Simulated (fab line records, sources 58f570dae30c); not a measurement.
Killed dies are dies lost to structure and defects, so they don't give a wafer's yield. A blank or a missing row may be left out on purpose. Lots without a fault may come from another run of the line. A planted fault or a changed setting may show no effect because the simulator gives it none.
Which tool did it? | flow berkeley_cmos170 | 14 lots, 42 wafers sampled, at 5 steps of a route of 331

WHAT THE GAUGES READ, wafer by wafer
UCB170_NWELL_THK_MEAS_05.
lot  | measured    | on            | NWELL_NITRIDE_THK (nm)
L814 | day 2 04:52 | film_metro-03 | 222.7 220.3 221.0
L815 | day 2 11:10 | film_metro-01 | 226.4 226.7 225.9
L816 | day 2 11:11 | film_metro-03 | 223.9 223.8 226.2
L817 | day 2 17:16 | film_metro-01 | 225.2 225.8 224.2
L819 | day 3 00:42 | film_metro-02 | 221.4 222.4 221.6
L820 | day 3 10:14 | film_metro-03 | 223.7 225.8 223.3
L826 | day 4 17:00 | film_metro-03 | 226.5 224.8 227.1
L830 | day 5 17:41 | film_metro-01 | 226.9 226.4 227.0
L831 | day 6 01:32 | film_metro-02 | 223.3 224.7 224.8
L832 | day 6 07:38 | film_metro-03 | 223.1 223.7 225.1
L833 | day 6 07:38 | film_metro-02 | 225.0 222.6 224.0
L834 | day 6 12:11 | film_metro-03 | 225.0 222.4 223.5
L835 | day 6 15:56 | film_metro-03 | 230.2 226.6 228.7
L837 | day 7 01:23 | film_metro-03 | 221.9 221.9 220.0

UCB170_V1_THK_MEAS_04.
lot  | measured     | on            | V1_POLISHED_THK (nm)
L814 | day 7 08:02  | film_metro-01 | 999.8 1001.5 998.1
L815 | day 7 08:19  | film_metro-03 | 1000.9 1000.0 1000.8
L816 | day 7 08:02  | film_metro-02 | 998.1 1001.7 999.1
L817 | day 7 16:21  | film_metro-03 | 999.9 999.4 1002.4
L819 | day 8 04:43  | film_metro-01 | 999.8 999.8 999.4
L820 | day 8 08:50  | film_metro-03 | 999.6 1000.2 1000.0
L826 | day 10 01:34 | film_metro-03 | 1000.3 999.5 999.6
L830 | day 10 21:56 | film_metro-03 | 1000.6 998.1 999.7
L831 | day 11 12:52 | film_metro-03 | 1002.2 1000.9 1001.7
L832 | day 11 12:52 | film_metro-02 | 1000.3 999.6 997.4
L833 | day 11 13:10 | film_metro-03 | 998.2 1000.7 998.7
L834 | day 11 19:44 | film_metro-01 | 998.9 999.6 999.1
L835 | day 11 19:44 | film_metro-03 | 999.9 1000.7 1000.2
L837 | day 12 15:25 | film_metro-03 | 1001.2 1000.6 999.6

UCB170_V2_CD_MEAS_12: target cd 700 nm.
lot  | measured     | on        | cd_nm (nm)
L814 | day 7 15:25  | cd_sem-01 | 700.3 700.2 700.3
L815 | day 7 15:53  | cd_sem-01 | 701.9 701.4 701.0
L816 | day 7 14:50  | cd_sem-01 | 699.9 700.6 700.0
L817 | day 7 22:40  | cd_sem-01 | 724.5 725.8 725.5
L819 | day 8 12:50  | cd_sem-02 | 722.4 724.1 722.8
L820 | day 8 17:13  | cd_sem-02 | 699.9 700.5 699.5
L826 | day 10 08:46 | cd_sem-02 | 700.5 700.2 701.4
L830 | day 11 05:11 | cd_sem-02 | 701.5 701.5 701.6
L831 | day 11 19:28 | cd_sem-02 | 700.2 698.3 699.2
L832 | day 11 19:47 | cd_sem-01 | 699.3 698.8 698.3
L833 | day 11 20:03 | cd_sem-01 | 700.6 698.0 698.5
L834 | day 12 02:42 | cd_sem-01 | 702.7 702.5 701.3
L835 | day 12 05:53 | cd_sem-02 | 700.0 699.8 699.7
L837 | day 12 23:25 | cd_sem-01 | 700.4 700.0 699.5

UCB170_M3_CD_MEAS_15: target cd 700 nm.
lot  | measured     | on        | cd_nm (nm)
L814 | day 7 18:08  | cd_sem-01 | 698.7 696.4 696.9
L815 | day 7 18:36  | cd_sem-01 | 700.7 700.8 702.4
L816 | day 7 17:32  | cd_sem-01 | 699.6 700.1 700.2
L817 | day 8 01:20  | cd_sem-01 | 698.9 699.0 699.6
L819 | day 8 16:27  | cd_sem-02 | 698.2 699.1 698.6
L820 | day 8 20:10  | cd_sem-02 | 698.2 697.0 697.7
L826 | day 10 12:09 | cd_sem-01 | 701.8 703.6 703.8
L830 | day 11 08:16 | cd_sem-01 | 700.9 699.7 700.6
L831 | day 11 22:31 | cd_sem-02 | 700.8 699.0 697.9
L832 | day 12 02:19 | cd_sem-01 | 697.7 697.6 698.7
L833 | day 12 02:36 | cd_sem-01 | 697.9 699.5 698.6
L834 | day 12 05:11 | cd_sem-02 | 699.3 698.5 699.6
L835 | day 12 09:02 | cd_sem-01 | 700.6 700.9 700.0
L837 | day 13 02:34 | cd_sem-02 | 700.6 699.6 698.4

WHICH TOOL RAN EACH LOT (tool, then ch and the chambers of the sampled wafers, then the start)
lot  | UCB170_V2_PEB_10
L814 | litho_track-04 ch 0, day 7 15:08
L815 | litho_track-02 ch 0, day 7 15:37
L816 | litho_track-04 ch 0, day 7 14:35
L817 | litho_track-04 ch 0, day 7 22:24
L819 | litho_track-04 ch 0, day 8 12:34
L820 | litho_track-03 ch 0, day 8 16:57
L826 | litho_track-02 ch 0, day 10 08:23
L830 | litho_track-03 ch 0, day 11 04:55
L831 | litho_track-02 ch 0, day 11 19:11
L832 | litho_track-02 ch 0, day 11 19:31
L833 | litho_track-02 ch 0, day 11 19:47
L834 | litho_track-02 ch 0, day 12 02:25
L835 | litho_track-03 ch 0, day 12 05:37
L837 | litho_track-04 ch 0, day 12 23:08
- UCB170_V2_PEB_10

WHAT THE TOOLS THEMSELVES READ (means of the sampled wafers that have a number; where no wafer has one, the mark that the record gives instead)
UCB170_V2_PEB_10.
lot  | tool           | heater_power_total_W (W) | plate_temp_C (C)
L814 | litho_track-04 | 56.80                    | 130.15
L815 | litho_track-02 | 56.80                    | 130.00
L816 | litho_track-04 | 56.75                    | 129.93
L817 | litho_track-04 | 59.51                    | 134.74
L819 | litho_track-04 | 59.48                    | 134.55
L820 | litho_track-03 | 56.77                    | 129.80
L826 | litho_track-02 | 56.84                    | 130.00
L830 | litho_track-03 | 56.79                    | 130.14
L831 | litho_track-02 | 56.80                    | 130.08
L832 | litho_track-02 | 56.83                    | 130.00
L833 | litho_track-02 | 56.81                    | 129.98
L834 | litho_track-02 | 56.84                    | 130.09
L835 | litho_track-03 | 56.79                    | 130.11
L837 | litho_track-04 | 56.75                    | 129.87

THE ANSWER, worked out from the rows above alone
Rule: what is usual is taken from the lots themselves. Put in order of their means at a reading, lots are off if they are a third of the lots or fewer, leave a main group of 4 or more, and stand apart from it by a gap of 3 or more times the standard deviation of the main group's means; of several such gaps the widest counts. A main group whose means are all the same, to the digits that the tables above print for the reading, isn't used. A lot without any number at a reading at which 4 lots or more have one is off too. The other lots that the step has rows for count as sound. The gauges are gone through in route order, then the tools' own readings, and for those a lot's mean is taken as printed above. The first step at which some lot is off is used, and at that step the reading that is off furthest; a lot without a number counts as furthest.
Off: L817, L819, at UCB170_V2_CD_MEAS_12 (cd_nm). The main group: mean 700.3 nm, standard deviation 0.99.
A tool fits if, at a process step before that reading, it ran every lot that is off, and no sound lot after the first of them. The gauges at UCB170_V2_CD_MEAS_12 aren't tried: what is off there is off at UCB170_V2_PEB_10 too, on other tools, and a gauge's error can't cause that. None of those tried fits.

WHAT THE SIMULATOR HAD PUT IN
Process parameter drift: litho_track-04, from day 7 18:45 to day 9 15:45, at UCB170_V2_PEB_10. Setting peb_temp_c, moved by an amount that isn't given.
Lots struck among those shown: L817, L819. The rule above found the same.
